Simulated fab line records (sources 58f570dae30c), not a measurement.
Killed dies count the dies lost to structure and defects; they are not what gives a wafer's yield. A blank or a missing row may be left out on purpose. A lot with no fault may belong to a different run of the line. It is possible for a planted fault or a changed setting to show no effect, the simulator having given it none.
Which of the tools did it? ; flow berkeleyCmos170 ; 13 lots, 39 wafers sampled, at 6 steps of a route of 331

== WHAT EACH GAUGE READ, for each wafer ==
UCB170_V1_OVL_MEAS_13. Usual: V1_OVL gives 0 nm (standard deviation 5.4).
lot;measured;on;V1_OVL (nm);flag
L343;day 8 18:55;overlay-01;12 4 8;
L344;day 8 20:02;overlay-02;0 2 7;
L345;day 8 20:35;overlay-02;1 -6 -1;
L351;day 11 02:00;overlay-01;7 5 3;
L350;day 11 03:41;overlay-02;-3 -5 3;
L352;day 11 04:49;overlay-02;4 -3 2;
L357;day 12 19:01;overlay-01;-3 -9 -13;
L359;day 12 19:45;overlay-02;3 -6 4;
L361;day 13 05:56;overlay-01;-5 -8 -5;
L362;day 13 10:55;overlay-02;8 1 9;
L366;day 13 23:34;overlay-02;-5 3 3;
L365;day 14 00:28;overlay-01;1 -7 -7;
L364;day 14 00:41;overlay-02;-2 2 0;

UCB170_M2_RS_MEAS_02: a four-point-probe measurement. Usual: M2_AL_RS gives 0.0320 ohm/sq (standard deviation 0.00038).
lot;measured;on;M2_AL_RS (ohm/sq);flag
L343;day 8 19:31;filmMetro-01;0.0317 0.0319 0.0322;
L344;day 8 20:38;filmMetro-01;0.0316 0.0318 0.0315;
L345;day 8 21:10;filmMetro-04;0.0324 0.0321 0.0321;
L351;day 11 02:38;filmMetro-02;0.0320 0.0317 0.0317;
L350;day 11 04:17;filmMetro-01;0.0322 0.0320 0.0323;
L352;day 11 05:26;filmMetro-02;0.0325 0.0329 0.0329;
L357;day 12 19:37;filmMetro-04;0.0323 0.0330 0.0329;
L359;day 12 20:20;filmMetro-02;0.0319 0.0318 0.0312;
L361;day 13 06:34;filmMetro-02;0.0317 0.0314 0.0314;
L362;day 13 11:30;filmMetro-01;0.0318 0.0320 0.0319;
L366;day 14 00:09;filmMetro-04;0.0322 0.0321 0.0325;
L365;day 14 01:06;filmMetro-02;0.0324 0.0318 0.0326;
L364;day 14 01:17;filmMetro-04;0.0318 0.0320 0.0321;

UCB170_M3_RS_MEAS_02: a four-point-probe measurement. Usual: M3_AL_RS gives 0.0323 ohm/sq (standard deviation 0.00044).
lot;measured;on;M3_AL_RS (ohm/sq);flag
L343;day 9 00:24;filmMetro-01;0.0323 0.0323 0.0322;
L344;day 9 01:52;filmMetro-04;0.0331 0.0329 0.0325;
L345;day 9 02:17;filmMetro-01;0.0321 0.0327 0.0321;
L351;day 11 11:34;filmMetro-04;0.0324 0.0322 0.0319;
L350;day 11 11:49;filmMetro-03;0.0542 0.0526 0.0528;OFF
L352;day 11 15:41;filmMetro-01;0.0513 0.0523 0.0521;OFF
L357;day 13 01:05;filmMetro-04;0.0321 0.0316 0.0322;
L359;day 13 01:29;filmMetro-03;0.0323 0.0323 0.0328;
L361;day 13 12:19;filmMetro-04;0.0315 0.0319 0.0321;
L362;day 13 19:02;filmMetro-01;0.0320 0.0313 0.0327;
L366;day 14 05:55;filmMetro-01;0.0319 0.0326 0.0323;
L365;day 14 08:19;filmMetro-01;0.0321 0.0319 0.0330;
L364;day 14 10:37;filmMetro-03;0.0327 0.0327 0.0324;

UCB170_M3_THK_MEAS_03: measures by xrf. Usual: M3_AL_THK gives 888 nm (standard deviation 12).
lot;measured;on;M3_AL_THK (nm);flag
L343;day 9 00:31;filmMetro-01;893 892 894;
L344;day 9 01:59;filmMetro-04;863 874 878;
L345;day 9 02:24;filmMetro-01;903 883 892;
L351;day 11 11:41;filmMetro-04;885 889 885;
L350;day 11 11:55;filmMetro-03;536 556 550;OFF
L352;day 11 15:47;filmMetro-01;560 552 550;OFF
L357;day 13 01:13;filmMetro-04;893 909 883;
L359;day 13 01:36;filmMetro-03;889 892 880;
L361;day 13 12:26;filmMetro-04;912 898 894;
L362;day 13 19:10;filmMetro-01;900 917 879;
L366;day 14 06:02;filmMetro-01;899 879 887;
L365;day 14 08:25;filmMetro-01;898 895 871;
L364;day 14 10:44;filmMetro-03;880 882 889;

UCB170_M3_CD_MEAS_15 targets a cd of 700 nm. Usual: cdNm at 700.2 nm, with a standard deviation of 1.5.
lot;measured;on;cdNm (nm);flag
L343;day 9 02:16;cdSem-02;700.0 698.6 700.2;
L344;day 9 03:48;cdSem-02;701.8 702.6 703.2;
L345;day 9 04:13;cdSem-02;700.8 701.8 701.8;
L351;day 11 14:53;cdSem-01;697.5 698.1 697.2;
L350;day 11 15:10;cdSem-01;698.9 698.9 699.4;
L352;day 11 17:40;cdSem-02;699.8 699.7 699.1;
L357;day 13 02:59;cdSem-01;701.6 700.1 700.6;
L359;day 13 03:22;cdSem-02;701.7 701.6 701.7;
L361;day 13 15:25;cdSem-01;700.2 701.1 700.6;
L362;day 13 21:02;cdSem-01;699.2 697.6 697.4;
L366;day 14 07:53;cdSem-01;701.2 701.4 700.7;
L365;day 14 10:14;cdSem-02;699.7 699.4 700.4;
L364;day 14 12:40;cdSem-01;698.4 699.7 698.7;

== TOOL THAT RAN EACH LOT (tool first, then ch and the chambers of the sampled wafers, then the start) ==
lot;UCB170_M3_SPUTTER_01
L343;pvdSputter-02, day 9 00:19
L344;pvdSputter-03, day 9 01:47
L345;pvdSputter-02, day 9 02:12
L351;pvdSputter-02, day 11 11:29
L350;pvdSputter-04, day 11 11:42
L352;pvdSputter-04, day 11 15:33
L357;pvdSputter-03, day 13 00:56
L359;pvdSputter-02, day 13 01:23
L361;pvdSputter-03, day 13 12:14
L362;pvdSputter-03, day 13 18:57
L366;pvdSputter-04, day 14 05:50
L365;pvdSputter-03, day 14 08:11
L364;pvdSputter-04, day 14 10:32
- UCB170_M3_SPUTTER_01: material Al, target thk 900 nm, time 120 s.

== AS READ BY THE TOOLS THEMSELVES (means over the sampled wafers that have a number; for cases with no such wafer, the mark the record gives instead) ==
UCB170_M3_SPUTTER_01. Usual: throttleValvePct at 29.9 %, with a standard deviation of 1.3.
lot;tool;throttleValvePct (%);flag
L343;pvdSputter-02;30.6;
L344;pvdSputter-03;29.4;
L345;pvdSputter-02;30.6;
L351;pvdSputter-02;31.0;
L350;pvdSputter-04;29.7;
L352;pvdSputter-04;29.8;
L357;pvdSputter-03;29.9;
L359;pvdSputter-02;30.5;
L361;pvdSputter-03;30.2;
L362;pvdSputter-03;28.6;
L366;pvdSputter-04;29.7;
L365;pvdSputter-03;29.6;
L364;pvdSputter-04;29.7;

== THE ANSWER, worked out from the rows above alone ==
Rule: lot off if the mean of its wafers having a number is beyond 3 standard deviations from the usual mean. Also off: a lot with no number at a reading for which 4 or more lots have one. All remaining lots with rows at the step are treated as sound. First the gauges in route order, then the tools' own readings, where a lot's mean is used as printed above. At the first step where some lot is off, the reading lying furthest off is the one used; lots without a number count as furthest.
Off: at UCB170_M3_RS_MEAS_02 (M3_AL_RS), L350, L352.
A tool fits if, at a process step before that reading, it ran every lot that is off, and no sound lot after the first of them. Those tools and the gauges at UCB170_M3_RS_MEAS_02 are tried in the same way. Of those tried, none fits.

== WHAT THE SIMULATOR HAD INSERTED ==
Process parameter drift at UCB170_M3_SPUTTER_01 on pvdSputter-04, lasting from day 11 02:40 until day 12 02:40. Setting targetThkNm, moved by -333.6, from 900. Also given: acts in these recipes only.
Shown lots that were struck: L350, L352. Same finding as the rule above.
